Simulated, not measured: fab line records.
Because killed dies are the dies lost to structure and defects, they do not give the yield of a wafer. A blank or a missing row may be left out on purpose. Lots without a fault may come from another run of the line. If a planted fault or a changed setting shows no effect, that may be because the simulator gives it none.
A struck lot beside a sound one    flow berkeleyCmos170    15 steps out of a route of 331
Sound: wafers L166.1, L166.4, L166.5. Struck: wafers L164.1, L164.3, L164.6. Last of all comes the cause.
Per side, at each step with rows, come the tool, then ch with its chambers, and then its first start. Under that, the readings that differ: sound wafers    struck wafers    difference of the means    sigmas: that difference in standard deviations of wafers without a fault.
alike: readings with means less than 2 such deviations apart, plus words and numbers identical on both sides. not compared: withheld readings, readings lacking a value on some wafer, bounds such as >300 that could conceal the same value, and numbers that have no deviation in the record and whose values overlap.
Wherever a step has rows on one side only, a row that says differs or no value, or a row with sigmas, the two part there. Numbers that don't overlap but have no deviation are shown without sigmas and don't part them. Lack of a reading on every wafer of one side parts them only where that side has two or more wafers.

first, 3 steps without rows for these wafers: UCB170_NSD_EXPOSE_03 (exposes mask NSELECT MOD, target cd 1200 nm); UCB170_NSD_PEB_04; UCB170_NSD_DEVELOP_05 (develop time 45 s).
UCB170_NSD_CD_MEAS_06 targets a cd of 1200 nm.
  sound: cdSem-01 at day 13 11:37; struck: cdSem-01 at day 13 00:38
  alike: cdNm
UCB170_NSD_OVL_MEAS_07:
  sound: overlay-01 at day 13 11:44; struck: overlay-01 at day 13 00:46
  alike: NSD_OVL
following that, these wafers have no rows for 1 step: UCB170_NSD_IMPLANT_08.
UCB170_NSD_STRIP_09: strips in O2.
  sound on plasmaAsher-03 ch 0,1, day 13 11:55; struck on plasmaAsher-03 ch 1, day 13 00:56
reading                   sound              struck             difference  sigmas
stripTimeToEndpointS (s)  35.86 35.93 35.88  35.74 35.71 35.68  -0.18       -2
  alike: chamberPressureMTorr, drypumpMotorCurrentA, oesProductAu
  not compared: rfHoursCounterH
UCB170_NSD_TW_MEAS_10:
  sound: filmMetro-01 at day 13 12:01; struck: filmMetro-01 at day 13 01:02
  alike: NSD_TW
then, 4 steps without rows for these wafers: UCB170_NSD_CLEAN_11 (cleans in SPM, time 600 s); UCB170_BACKSIDE_HMDS_00 (prime time 60 s); UCB170_BACKSIDE_COAT_01 (resist thk 900 nm); UCB170_BACKSIDE_SOFTBAKE_02 (time 60 s).
UCB170_BACKSIDE_STRIP_03: strips in O2.
  sound on plasmaAsher-04 ch 1, day 13 13:17; struck on plasmaAsher-02 ch 0,1, day 13 01:53
  no value came back on the struck wafers for chamberPressureMTorr (mTorr), drypumpMotorCurrentA (A), oesProductAu (a.u.), stripTimeToEndpointS (s); on the sound wafers chamberPressureMTorr (mTorr) reads 3498 3498 3497
reading                                   sound  struck             difference  sigmas
model.KrF_of_BACKSIDE_COAT_01.thkNm (nm)  0 0 0  900.8 899.8 899.6  +900.1      
  not compared: rfHoursCounterH
then, 1 step without rows for these wafers: UCB170_BACKSIDE_CLEAN_04 (cleans in SPM, time 600 s).
UCB170_M3_PROBE_99:
  rows exist in the record for the struck wafers here (prober-02, day 14 02:07), but not for the sound ones

== WHERE THEY PART ==
At UCB170_NSD_STRIP_09 first; at UCB170_M3_PROBE_99 last (within this record only).

WHY: what the simulator had put in
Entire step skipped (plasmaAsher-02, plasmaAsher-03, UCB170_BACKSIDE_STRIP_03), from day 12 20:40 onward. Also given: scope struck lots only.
